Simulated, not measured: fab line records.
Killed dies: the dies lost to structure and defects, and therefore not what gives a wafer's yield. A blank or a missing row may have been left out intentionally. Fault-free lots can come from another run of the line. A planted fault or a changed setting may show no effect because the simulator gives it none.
A lot that was struck, set against a sound lot | flow rit_cmos | 17 steps out of a route of 202
Sound: the wafers L736.2, L736.3, L736.4. Wafers L722.1, L722.4, L722.5 were the ones struck. At the end, the cause is stated.
Per side, at each step with rows, come the tool, then ch with its chambers, and then its first start. Under that, the readings that differ: sound wafers | struck wafers | difference of the means | sigmas: that difference in standard deviations of wafers without a fault.
alike: same words and numbers on both sides, and readings whose means sit less than 2 such deviations apart. not compared: any withheld reading, any reading some wafer has no value for, any bound like >300 that may hide the same value, and any number with overlapping values for which the record gives no deviation.
Wherever a step has rows on one side only, a row that says differs or no value, or a row with sigmas, the two part there. Non-overlapping numbers with no deviation appear without sigmas and do not part them. A reading that every wafer of one side lacks parts them only if that side has two wafers or more.

first, 1 step without rows for these wafers: RIT_PRETRO_DEVELOP_05 (develop time 68 s).
RIT_PRETRO_OVL_MEAS_06:
  sound: overlay-02 at day 6 10:34; struck: overlay-01 at day 3 14:11
  reading         | sound          | struck      | difference | sigmas
  PRETRO_OVL (nm) | -4.1 -1.3 -2.0 | 0.7 1.4 0.3 | +3.3       | +2
then, 2 steps without rows for these wafers: RIT_PRETRO_HARDBAKE_07 (time 120 s); RIT_PRETRO_IMPLANT_08.
RIT_PRETRO_STRIP_09: strips in O2, time 180 s.
  sound on plasma_asher-01 ch 0,1, day 6 11:00; struck on plasma_asher-01 ch 0,1, day 3 14:38
  alike: chamber_pressure_mTorr, drypump_motor_current_A
  not compared: rf_hours_counter_h
RIT_PRETRO_TW_MEAS_10:
  sound: film_metro-03 at day 6 11:11; struck: film_metro-02 at day 3 14:48
  alike: PRETRO_TW
then, 5 steps without rows for these wafers: RIT_GATE_WET_ETCH_00 (etches SiO2 in BOE, target depth 56 nm, time 60 s); RIT_GATE_CLEAN_01 (cleans in SC1, time 600 s); RIT_GATE_CLEAN_02 (cleans in dHF, time 30 s); RIT_GATE_CLEAN_03 (cleans in SC2, time 600 s); RIT_GATE_CLEAN_04 (cleans in dHF, time 60 s).
RIT_FOX2_THK_MEAS_91:
  sound: film_metro-01 at day 6 11:40; struck: film_metro-01 at day 3 15:17
  reading                     | sound       | struck      | difference | sigmas
  FIELD_OXIDE_LEFT_2_THK (nm) | 268 261 269 | 250 251 252 | -15        | -2
RIT_GATE_OXIDATION_05: target thk 3 nm, ox time 270 s.
  sound on furnace-01 ch 0, day 6 16:20; struck on furnace-04 ch 0, day 3 15:49
  reading                                     | sound             | struck            | difference | sigmas
  zone_power_load_pct (%)                     | 29 29 29          | 21 21 20          | -8         | -2
  model.SiO2_of_GATE_OXIDATION_05.thk_nm (nm) | 2.995 2.966 3.027 | 3.497 3.424 3.427 | +0.453     |
  alike: ox_temp_c
then, 1 step without rows for these wafers: RIT_GATE_ANNEAL_06 (time 600 s).
RIT_GATE_THK_MEAS_07:
  sound: film_metro-02 at day 6 20:28; struck: film_metro-02 at day 3 17:08
  reading             | sound          | struck         | difference | sigmas
  GATE_OXIDE_THK (nm) | 2.98 2.96 3.02 | 3.52 3.44 3.42 | +0.47      | +8
then, 1 step without rows for these wafers: RIT_GATE_CVD_08 (deposits poly-Si from SiH4, target thk 250 nm, time 2220 s).
RIT_M1_PROBE_99:
  only the struck wafers here have rows in the record (prober-02, day 4 20:08); the sound ones have none

WHERE THEY PART
Last at RIT_M1_PROBE_99 as far as this record goes, first at RIT_PRETRO_OVL_MEAS_06.

WHY: the cause the simulator had injected
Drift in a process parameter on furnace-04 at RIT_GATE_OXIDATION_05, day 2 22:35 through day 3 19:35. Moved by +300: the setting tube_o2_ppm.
